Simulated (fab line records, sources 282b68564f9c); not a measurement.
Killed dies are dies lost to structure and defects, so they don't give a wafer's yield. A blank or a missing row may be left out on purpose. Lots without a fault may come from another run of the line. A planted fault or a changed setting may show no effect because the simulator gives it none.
Which tool did it? | flow rit_cmos | 7 lots, 21 wafers sampled, at 2 steps of a route of 202

WHAT THE GAUGES READ, wafer by wafer
RIT_NLDD_OVL_MEAS_06.
lot  | measured    | on         | NLDD_OVL (nm)
L211 | day 3 01:02 | overlay-01 | -1.0 -1.0 -0.4
L213 | day 3 15:29 | overlay-01 | 1.0 1.3 -0.5
L215 | day 4 00:45 | overlay-02 | 0.3 -2.1 -1.1
L218 | day 4 09:48 | overlay-01 | -0.4 -0.4 0.4
L221 | day 5 02:03 | overlay-01 | -148.1 -149.3 -150.6
L228 | day 6 12:13 | overlay-01 | 0.7 1.2 0.2
L231 | day 7 04:42 | overlay-02 | 0.0 -0.7 -0.5

WHICH TOOL RAN EACH LOT (tool, then ch and the chambers of the sampled wafers, then the start)
lot  | RIT_NLDD_EXPOSE_03
L211 | iline_stepper-01 ch 0, day 3 00:38
L213 | iline_stepper-01 ch 0, day 3 15:05
L215 | iline_stepper-02 ch 0, day 4 00:22
L218 | iline_stepper-01 ch 0, day 4 09:24
L221 | iline_stepper-01 ch 0, day 5 01:40
L228 | iline_stepper-02 ch 0, day 6 11:34
L231 | iline_stepper-02 ch 0, day 7 04:20
- RIT_NLDD_EXPOSE_03: exposes mask M7, target cd 40700 nm.

THE ANSWER, worked out from the rows above alone
Rule: what is usual is taken from the lots themselves. Put in order of their means at a reading, lots are off if they are a third of the lots or fewer, leave a main group of 4 or more, and stand apart from it by a gap of 3 or more times the standard deviation of the main group's means; of several such gaps the widest counts. A main group whose means are all the same, to the digits that the tables above print for the reading, isn't used. A lot without any number at a reading at which 4 lots or more have one is off too. The other lots that the step has rows for count as sound.
Off: L221, at RIT_NLDD_OVL_MEAS_06 (NLDD_OVL). The main group: mean -0.2 nm, standard deviation 0.64.
A tool fits if, at a process step before that reading, it ran every lot that is off, and no sound lot after the first of them. The gauges at RIT_NLDD_OVL_MEAS_06 are tried like those tools. One fits: iline_stepper-01 at RIT_NLDD_EXPOSE_03. Its last sound lot is L218 (day 4 09:24), its first lot that is off L221 (day 5 01:40): a fault that began between those two fits.

WHAT THE SIMULATOR HAD PUT IN
Scanner matching overlay: iline_stepper-01, from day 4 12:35 on, at RIT_NLDD_EXPOSE_03. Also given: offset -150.
Lots struck among those shown: L221. The rule above found the same.
